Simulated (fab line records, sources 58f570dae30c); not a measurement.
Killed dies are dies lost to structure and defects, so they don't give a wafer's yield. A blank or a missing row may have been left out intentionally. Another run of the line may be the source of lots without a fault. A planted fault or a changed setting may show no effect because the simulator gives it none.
Chamber matching | flow berkeley cmos170 | rie diel-01 running UCB170_ACTIVE_ETCH_15: 4 sister chambers
The step etches Si3N4 in CH3F/Ar/O2, stops on SiO2, target depth 242 nm, time 151 s. 4 wafers are shown with their chamber, then 7 later ones without.

WAFERS, EACH WITH ITS CHAMBER
wafer  | chamber | throttle valve pct (%)
L362.5 | 0       | 8.12
L367.2 | 2       | 8.02
L369.6 | 3       | 8.21
L372.4 | 1       | 8.12

WAFERS WHOSE CHAMBER IS MISSING
wafer  | throttle valve pct (%)
L372.5 | 8.02
L374.1 | 8.22
L374.4 | 8.08
L374.6 | 8.23
L373.2 | 8.08
L373.3 | 8.03
L373.6 | 8.24

CHAMBER TAKEN BY EACH
wafer  | from the rows above          | in truth
L372.5 | 2                            | 2
L374.1 | 3                            | 3
L374.4 | can't be placed: 0 or 1 or 2 | 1
L374.6 | 3                            | 3
L373.2 | can't be placed: 0 or 1 or 2 | 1
L373.3 | 2                            | 2
L373.6 | 3                            | 3
Placed correctly: 5 of 7. From these rows, 2 cannot be placed; in 2 the true chamber is one of the candidates. Placed wrongly: 0.
How it was worked out, from the rows above alone: a wafer's distance from a chamber is the root of the sum, over the readings, of the square of ((its reading less the chamber's mean) divided by the reading's scatter). If the next closest chamber is less than 2 further off than the closest, the wafer can't be placed; otherwise it belongs to the closest. A chamber's mean is the mean of its shown wafers. The scatter (one wafer shown for each chamber): square how far every hidden wafer sits from the nearest shown wafer, average those squares and take the square root.
